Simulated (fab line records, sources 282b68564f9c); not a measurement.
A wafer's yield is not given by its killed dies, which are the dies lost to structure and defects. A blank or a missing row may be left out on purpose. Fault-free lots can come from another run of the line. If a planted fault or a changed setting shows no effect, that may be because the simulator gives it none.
Split-lot trial + flow rit cmos + 23 wafers read from 5 lots, route of 202 steps

## ABOUT THE SPLIT
At RIT_M1_DEVELOP_08 (develop time 68 s), the setting develop time s was moved away from the recipe's 68 s on 9 of the 23 wafers read, by -12.1% to +10.1%. The other wafers ran this setting at the recipe's value.

Between the split and the reading, the file records no step.

## THE READING
cd nm at RIT_M1_CD_MEAS_09, given in nm (cd target 2600 nm). Typical for fault-free wafers on this fab line: 2600.0 nm, with standard deviation 2.4 nm.

| wafer  | tool, chamber at the split | develop time s as run, s | against the recipe | cd nm, nm | against lot-mates on the recipe |
|--------|----------------------------|--------------------------|--------------------|-----------|---------------------------------|
| L076.1 | litho track-01, 0          | 68                       | recipe             | 2597.6    | -                               |
| L076.2 | litho track-01, 0          | 63.36                    | -6.8%              | 2605.8    | +9.2                            |
| L076.3 | litho track-01, 0          | 68                       | recipe             | 2596.2    | -                               |
| L076.4 | litho track-01, 0          | 63.36                    | -6.8%              | 2601.1    | +4.5                            |
| L076.6 | litho track-01, 0          | 68                       | recipe             | 2596.0    | -                               |
| L077.1 | litho track-02, 0          | 68                       | recipe             | 2597.2    | -                               |
| L077.2 | litho track-02, 0          | 68                       | recipe             | 2596.6    | -                               |
| L077.3 | litho track-02, 0          | 71.2                     | +4.7%              | 2594.4    | -2.7                            |
| L077.4 | litho track-02, 0          | 68                       | recipe             | 2597.5    | -                               |
| L077.6 | litho track-02, 0          | 71.2                     | +4.7%              | 2595.4    | -1.7                            |
| L078.1 | litho track-01, 0          | 59.78                    | -12.1%             | 2612.8    | +11.3                           |
| L078.2 | litho track-01, 0          | 68                       | recipe             | 2602.0    | -                               |
| L078.3 | litho track-01, 0          | 68                       | recipe             | 2599.6    | -                               |
| L078.5 | litho track-01, 0          | 68                       | recipe             | 2602.8    | -                               |
| L078.6 | litho track-01, 0          | 59.78                    | -12.1%             | 2614.1    | +12.6                           |
| L082.2 | litho track-03, 0          | 74.86                    | +10.1%             | 2592.7    | -8.7                            |
| L082.3 | litho track-03, 0          | 68                       | recipe             | 2600.4    | -                               |
| L082.4 | litho track-03, 0          | 74.86                    | +10.1%             | 2594.8    | -6.6                            |
| L082.5 | litho track-03, 0          | 68                       | recipe             | 2602.4    | -                               |
| L082.6 | litho track-03, 0          | 74.86                    | +10.1%             | 2594.2    | -7.2                            |
| L084.1 | litho track-02, 0          | 68                       | recipe             | 2598.4    | -                               |
| L084.2 | litho track-02, 0          | 68                       | recipe             | 2600.3    | -                               |
| L084.5 | litho track-02, 0          | 68                       | recipe             | 2597.0    | -                               |

FIT RESULTS
A straight line over all 23 wafers: cd nm changes by -0.822 nm for each +1% of develop time s; r = -0.87; the points scatter about the line by 2.7 nm.
The same after taking each lot's own level away (the mean of its wafers on the recipe; 23 wafers): -0.86 nm for each +1%; r = -0.96; scatter 1.4 nm.
Per that fit: largest develop time s move, reading shift of 10 nm.
The span of the lots' own levels, 2596.60 to 2601.47 nm, comes to 2.0 times the standard deviation stated above.
Consequently the slope shifts little with the lot-to-lot level, the two slopes agreeing.
Check: +10.8 nm against its lot-mates is what the line predicts for one of the wafers moved furthest among these (-12.1%) when that wafer is left out of the fit. Against them it came out at +11.3 nm.

## ADDITIONAL SPLITS CARRIED BY THESE WAFERS
Other splits were also applied to these wafers ahead of the reading. Each is held against what the fit with the lots' levels taken away leaves over:
| other split on the same wafers     | wafers away from the commonest value | r with cd nm (lot level and that fit taken away) |
|------------------------------------|--------------------------------------|--------------------------------------------------|
| RIT_PLDD_DEVELOP_05 develop time s | 3                                    | -0.16                                            |
| RIT_SPACER_CVD_03 pressure mtorr   | 18                                   | -0.05                                            |
| RIT_NSD_COAT_01 resist thk nm      | 10                                   | +0.13                                            |
| RIT_NSD_HARDBAKE_07 temp c         | 11                                   | +0.14                                            |
| RIT_SDANNEAL_CLEAN_01 time s       | 18                                   | -0.03                                            |
| RIT_SILICIDE_SPUTTER_01 power w    | 9                                    | -0.15                                            |

## THE FILE'S OWN FIT
cd nm changes by -0.878 nm for each +1% of develop time s, r = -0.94.
